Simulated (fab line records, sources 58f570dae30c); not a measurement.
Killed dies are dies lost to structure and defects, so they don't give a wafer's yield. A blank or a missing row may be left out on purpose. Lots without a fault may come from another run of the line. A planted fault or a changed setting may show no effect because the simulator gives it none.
Split-lot experiment | flow berkeley_cmos170 | 5 lots, 23 wafers read, on a route of 331 steps

THE SPLIT
At UCB170_GATE_COAT_07 (resist thk 900 nm), the setting spin_rpm was moved away from the recipe's 1500 rpm on 12 of the 23 wafers read, by -3.5% to +6.9%. The other wafers ran this setting at the recipe's value.

FROM THE SPLIT TO THE READING: what the file shows between them, 3 steps
- UCB170_GATE_SOFTBAKE_08: time 60 s
- UCB170_GATE_EXPOSE_09: exposes mask POLY, target cd 350 nm
- UCB170_GATE_ETCH_14: etches BARC in N2/H2

THE READING
KrF_of_GATE_COAT_07.thk_nm (the simulator's own value, which no gauge read), in nm, at UCB170_GATE_ETCH_15 (etches poly-Si in HBr/Cl2, stops on SiO2, time 56.3 s, target depth 278.2 nm). The file gives no usual value for it. The 11 wafers here that ran the recipe average 773.4 nm, standard deviation 2.9 nm.

wafer  | tool, chamber at the split | spin_rpm as run, rpm | against the recipe | KrF_of_GATE_COAT_07.thk_nm, nm | against lot-mates on the recipe
L074.2 | litho_track-01, 0          | 1561                 | +4.1%              | 755.9                          | -19.8
L074.3 | litho_track-01, 0          | 1500                 | recipe             | 774.3                          | -
L074.4 | litho_track-01, 0          | 1500                 | recipe             | 777                            | -
L074.5 | litho_track-01, 0          | 1561                 | +4.1%              | 756.3                          | -19.4
L074.6 | litho_track-01, 0          | 1561                 | +4.1%              | 762                            | -13.6
L078.2 | litho_track-04, 0          | 1500                 | recipe             | 774.3                          | -
L078.3 | litho_track-04, 0          | 1500                 | recipe             | 770.2                          | -
L078.4 | litho_track-04, 0          | 1500                 | recipe             | 770.4                          | -
L075.1 | litho_track-02, 0          | 1561                 | +4.1%              | 762.1                          | -14.8
L075.2 | litho_track-02, 0          | 1500                 | recipe             | 776.2                          | -
L075.3 | litho_track-02, 0          | 1561                 | +4.1%              | 761.2                          | -15.7
L075.4 | litho_track-02, 0          | 1500                 | recipe             | 777.6                          | -
L075.5 | litho_track-02, 0          | 1561                 | +4.1%              | 759.6                          | -17.3
L076.2 | litho_track-01, 0          | 1447                 | -3.5%              | 783.3                          | +12.6
L076.3 | litho_track-01, 0          | 1500                 | recipe             | 773.1                          | -
L076.4 | litho_track-01, 0          | 1447                 | -3.5%              | 787                            | +16.3
L076.5 | litho_track-01, 0          | 1500                 | recipe             | 768.3                          | -
L076.6 | litho_track-01, 0          | 1447                 | -3.5%              | 790.8                          | +20.1
L085.1 | litho_track-04, 0          | 1500                 | recipe             | 774.6                          | -
L085.3 | litho_track-04, 0          | 1603                 | +6.9%              | 746.4                          | -26.6
L085.4 | litho_track-04, 0          | 1603                 | +6.9%              | 745.2                          | -27.8
L085.5 | litho_track-04, 0          | 1603                 | +6.9%              | 744                            | -29.0
L085.6 | litho_track-04, 0          | 1500                 | recipe             | 771.4                          | -

THE FIT
A straight line over all 23 wafers: KrF_of_GATE_COAT_07.thk_nm changes by -3.86 nm for each +1% of spin_rpm; r = -0.97; the points scatter about the line by 3 nm.
The same after taking each lot's own level away (the mean of its wafers on the recipe; 23 wafers): -4.2 nm for each +1%; r = -0.99; scatter 2.2 nm.
On that fit, the largest move of spin_rpm shifts the reading by 29 nm.
The lots' own levels span 770.70 to 776.90 nm, that is 2.2 times the standard deviation above.
So the lot-to-lot level changes the slope little: the two slopes agree.
Check: with one of the wafers moved furthest among these (+6.9%) left out of the fit, the line predicts -28.8 nm for it against its lot-mates. It came out at -26.6 nm against them.

OTHER SPLITS ON THESE WAFERS
These wafers also went through other splits before the reading. Each is held against what the fit with the lots' levels taken away leaves over:
other split on the same wafers          | wafers away from the commonest value | r with KrF_of_GATE_COAT_07.thk_nm (lot level and that fit taken away)
UCB170_PWELL_CVD_05 sih2cl2_flow_sccm   | 18                                   | +0.08
UCB170_PWELL_COAT_08 spin_rpm           | 8                                    | +0.37
UCB170_PWELL_IMPLANT_15 dose_cm2        | 9                                    | +0.00
UCB170_WELLDRIVE_OXIDATION_01 ox_time_s | 10                                   | -0.15
UCB170_SACOX_OXIDATION_01 ox_time_s     | 5                                    | +0.18
UCB170_PVT_IMPLANT_07 energy_kev        | 11                                   | +0.04

THE WHOLE CHAIN: every reading that the file lists as answering this split, in the file's order
step                | what it does                                                                 | reading                                                                     | change (the file's fit)              | r (the file's)
UCB170_GATE_COAT_07 | resist thk 900 nm                                                            | KrF_of_GATE_COAT_07.thk_nm (the simulator's own value, which no gauge read) | -4.36 nm for each +1% of the setting | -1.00
UCB170_GATE_ETCH_15 | etches poly-Si in HBr/Cl2, stops on SiO2, time 56.3 s, target depth 278.2 nm | KrF_of_GATE_COAT_07.thk_nm (the simulator's own value, which no gauge read) | -4.15 nm for each +1% of the setting | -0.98

THE FILE'S OWN FIT
KrF_of_GATE_COAT_07.thk_nm changes by -4.15 nm for each +1% of spin_rpm, r = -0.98.
